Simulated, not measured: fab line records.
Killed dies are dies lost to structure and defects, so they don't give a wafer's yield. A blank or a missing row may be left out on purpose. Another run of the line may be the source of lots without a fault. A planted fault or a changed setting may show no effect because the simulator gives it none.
Which tool was responsible? | flow rit cmos | at 1 step of a route of 202, 14 lots with 42 wafers sampled

WHAT EACH GAUGE READ, for each wafer
The record lacks any reading of a measuring or inspecting step that a usual standard deviation could be used to judge.

EACH LOT AND THE TOOL THAT RAN IT (in order: tool; ch and the chambers of the sampled wafers; start)
lot  | RIT_NSD_SOFTBAKE_02
L540 | litho track-03 ch 0, day 2 23:47
L541 | litho track-02 ch 0, day 3 04:04
L544 | litho track-02 ch 0, day 3 19:34
L546 | litho track-03 ch 0, day 4 11:29
L547 | litho track-02 ch 0, day 4 11:50
L548 | litho track-03 ch 0, day 4 15:58
L549 | litho track-01 ch 0, day 4 23:58
L550 | litho track-01 ch 0, day 5 02:20
L551 | litho track-01 ch 0, day 5 09:31
L552 | litho track-03 ch 0, day 5 16:24
L555 | litho track-01 ch 0, day 6 05:41
L556 | litho track-01 ch 0, day 6 06:46
L557 | litho track-02 ch 0, day 6 10:56
L562 | litho track-03 ch 0, day 7 13:22
- RIT_NSD_SOFTBAKE_02: time 60 s.

AS READ BY THE TOOLS THEMSELVES (means over the sampled wafers that have a number; for cases with no such wafer, the mark the record gives instead)
RIT_NSD_SOFTBAKE_02. Usual: heater power total W 34.56 W, standard deviation 0.051; run length s 89.21 s, standard deviation 0.2.
lot  | tool           | heater power total W (W) | run length s (s) | flag
L540 | litho track-03 | 34.51                    | 88.97            |
L541 | litho track-02 | 34.58                    | 89.24            |
L544 | litho track-02 | 34.54                    | 89.23            |
L546 | litho track-03 | 34.56                    | 89.12            |
L547 | litho track-02 | 34.57                    | 89.16            |
L548 | litho track-03 | 34.51                    | 88.97            |
L549 | litho track-01 | 34.52                    | 89.40            |
L550 | litho track-01 | 34.59                    | 89.33            |
L551 | litho track-01 | 34.59                    | 89.38            |
L552 | litho track-03 | 34.58                    | 88.97            |
L555 | litho track-01 | 34.56                    | 97.02            | OFF
L556 | litho track-01 | 34.58                    | 97.14            | OFF
L557 | litho track-02 | 34.55                    | 89.19            |
L562 | litho track-03 | 34.54                    | 88.99            |

THE ANSWER, worked out from the rows above alone
Rule: lot off if the mean of its wafers having a number is beyond 3 standard deviations from the usual mean. A lot without any number at a reading at which 4 lots or more have one is off too. Any other lot the step has rows for is counted as sound. The gauges are gone through in route order, then the tools' own readings, and for those a lot's mean is taken as printed above. The first step at which some lot is off is used, and at that step the reading that is off furthest; a lot without a number counts as furthest.
Off at RIT_NSD_SOFTBAKE_02 (run length s): L555, L556.
If a tool, at that step or one of the process steps before it, ran each lot that is off and ran no sound lot following the first of them, it fits. One fits: litho track-01 at RIT_NSD_SOFTBAKE_02. A fault onset in the window from L551 (day 5 09:31, its last sound lot) to L555 (day 6 05:41, its first lot off) fits.
The tool's own readings at RIT_NSD_SOFTBAKE_02 bear it out: on the lots that are off they differ by more than 5 times the standard deviation of the sound lots' means. run length s reads 97.08 s there against 89.16 s on the sound lots.

WHAT WAS PUT IN BY THE SIMULATOR
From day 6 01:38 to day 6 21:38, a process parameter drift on litho track-01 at RIT_NSD_SOFTBAKE_02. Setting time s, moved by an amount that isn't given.
Shown lots that were struck: L555, L556. This agrees with what the rule above found.
